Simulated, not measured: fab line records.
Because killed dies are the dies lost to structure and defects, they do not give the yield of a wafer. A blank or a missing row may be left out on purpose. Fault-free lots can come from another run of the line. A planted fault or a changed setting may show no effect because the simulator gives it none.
Problem report in the 8D (eight disciplines) form, filled by code | flow berkeleyCmos170 | the parts of the form that need people (team, actions taken, sign-off) are left out

## 1. WHAT IS WRONG
Mean of oesProductAu at UCB170_M1_ETCH_11: 0.887 a.u. across 2 wafers in 2 lots; on wafers with no fault it is 0.993 a.u. (standard deviation 0.011). Measured from the usual mean, that is -9.6 standard deviations.
The step: etches BARC in N2/H2.
Earliest sighting: wafer L366.3 on rieDiel-03 at day 9 18:10. At this step, 42 wafers from 14 lots have a number in the record. Rule for "out", or "out of limits": more than 4 standard deviations from the usual mean. All remaining wafers that have a number are taken as sound.

## 2. WHAT IT IS, AND WHAT IT ISN'T
question                    | is               | is not
which readings at this step | oesProductAu     | drypumpMotorCurrentA, throttleValvePct
which lots                  | L366, L369       | L363, L364, L365, L376, L377, L378, L379, L380, L381, L382, L384, L385
which wafers of those lots  | L366.3, L369.6   | L366.1, L366.5, L369.4, L369.5
read on which tools         | rieDiel-03       | rieDiel-01, rieDiel-02
when                        | from day 9 18:10 | up to then (11 sound wafers); but 29 sound wafers of L369, L376, L377, L378, L379, L380, L381, L382, L384, L385 came after

## 3. WHAT RULES OUT EACH SUSPECT
Counting: any tool at a process step up to the reading remains a suspect provided it ran every lot that is out. Sound lots after the first of them don't rule it out here, since some wafers of a struck lot are sound.
- rieDiel-03 at UCB170_M1_ETCH_11 (etches BARC in N2/H2): kept. It ran every lot that is out, first L366 (day 9 18:10); its last sound lot up to then is L365 (day 9 05:17). On those wafers its own readings are out: oesProductAu.
- Within rieDiel-03 at UCB170_M1_ETCH_11: the wafers that are out ran in chamber 3; their sound lot-mates ran in chambers 0, 1, 2.
Left after counting: rieDiel-03 at UCB170_M1_ETCH_11.

## 4. THE CAUSE (what the simulator had put in)
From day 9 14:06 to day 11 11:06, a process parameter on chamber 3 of rieDiel-03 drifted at UCB170_M1_ETCH_11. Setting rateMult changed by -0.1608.
This tool alone remained once counting was done.

## 5. THE EFFECT CHAIN, in route order
Each row: a reading where the mean over the struck wafers with a number is more than 3 standard deviations away from the usual. Only readings for which the record gives a usual standard deviation are gone through. hours: the time from each lot's start at the first step in this table that gives one to its start at this step, as a median over the lots. sigmas: the change in usual standard deviations.
hours | step              | reading      | usual      | on struck wafers | change | sigmas
0     | UCB170_M1_ETCH_11 | oesProductAu | 0.993 a.u. | 0.887            | -0.106 | -9.6
Process steps it contains:
- UCB170_M1_ETCH_11: etches BARC in N2/H2.

## 6. HOW IT WOULD HAVE BEEN CAUGHT EARLIER
First out-of-limits reading in this record: day 9 18:10, which is 4 hours after fault onset at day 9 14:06.
